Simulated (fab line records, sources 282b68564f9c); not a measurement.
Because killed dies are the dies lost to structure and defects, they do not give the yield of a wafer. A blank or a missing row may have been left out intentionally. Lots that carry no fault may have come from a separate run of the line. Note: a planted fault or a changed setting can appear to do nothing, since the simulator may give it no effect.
Struck lot and sound lot, side by side    flow ritCmos    14 steps out of a route of 202
Sound: these wafers, L511.1, L511.4, L511.6. Wafers struck: L520.2, L520.5, L520.6. Last of all comes the cause.
At each step with rows: each side's tool, then ch and its chambers, then its first start. Under that, the readings that differ: sound wafers    struck wafers    difference of the means    sigmas: that difference in standard deviations of wafers without a fault.
alike: a reading whose means differ by less than 2 such deviations, as well as words and numbers matching on both sides. not compared: withheld readings; readings where some wafer has no value; bounds like >300 that might hide an equal value; numbers whose values overlap and for which the record gives no deviation.
A row with sigmas, a row that says differs or no value, or rows on one side alone: a step with any of these is where the two part. Numbers that have no deviation but don't overlap get no sigmas and don't part them. Lack of a reading on every wafer of one side parts them only where that side has two or more wafers.

RIT_CONTACT_STRIP_12: strips in O2, time 180 s.
  sound on plasmaAsher-02 ch 0,1, day 4 09:54; struck on plasmaAsher-03 ch 0,1, day 6 11:51
  alike: drypumpMotorCurrentA
  not compared: rfHoursCounterH
RIT_CONTACT_CD_MEAS_90: target cd 1000 nm.
  sound: cdSem-01 at day 4 10:05; struck: cdSem-02 at day 6 12:02
  alike: cdNm
then, 2 steps without rows for these wafers: RIT_CONTACT_CLEAN_13 (cleans in SC1, time 600 s); RIT_CONTACT_CLEAN_14 (cleans in SC2, time 600 s).
RIT_M1_SPUTTER_00: material Al, target thk 400 nm, time 500 s.
  sound: pvdSputter-04 at day 4 10:33; struck: pvdSputter-02 at day 6 12:31
  alike: throttleValvePct
RIT_M1_RS_MEAS_01: the measuring method here is four-point-probe.
  sound: filmMetro-04 at day 4 10:50; struck: filmMetro-04 at day 6 12:49
  alike: M1_AL_RS
RIT_M1_THK_MEAS_02: measures by xrf.
  sound: filmMetro-04 at day 4 10:58; struck: filmMetro-04 at day 6 12:56
  alike: M1_AL_THK
then, 5 steps without rows for these wafers: RIT_M1_HMDS_03 (prime time 60 s); RIT_M1_COAT_04 (resist thk 1300 nm); RIT_M1_SOFTBAKE_05 (time 60 s); RIT_M1_EXPOSE_06 (exposes mask M12, target cd 2600 nm); RIT_M1_PEB_07.
RIT_M1_DEVELOP_08: develop time 68 s.
  sound on lithoTrack-01 ch 0, day 4 12:00; struck on lithoTrack-03, day 6 13:00
  no value came back on the struck wafers for chillPlateTempC (C), developTimeS (s); on the sound wafers chillPlateTempC (C) reads 23.02 23.02 22.90
RIT_M1_CD_MEAS_09: target cd 2600 nm.
  sound: cdSem-02 at day 4 12:15; struck: cdSem-02 at day 6 14:07
reading    sound                 struck  difference                     sigmas
cdNm (nm)  2599.1 2597.3 2601.0  - - -   no value on the struck wafers  

## WHERE THEY PART
First at RIT_M1_DEVELOP_08; last, within this record, at RIT_M1_CD_MEAS_09.

WHY: the cause the simulator had injected
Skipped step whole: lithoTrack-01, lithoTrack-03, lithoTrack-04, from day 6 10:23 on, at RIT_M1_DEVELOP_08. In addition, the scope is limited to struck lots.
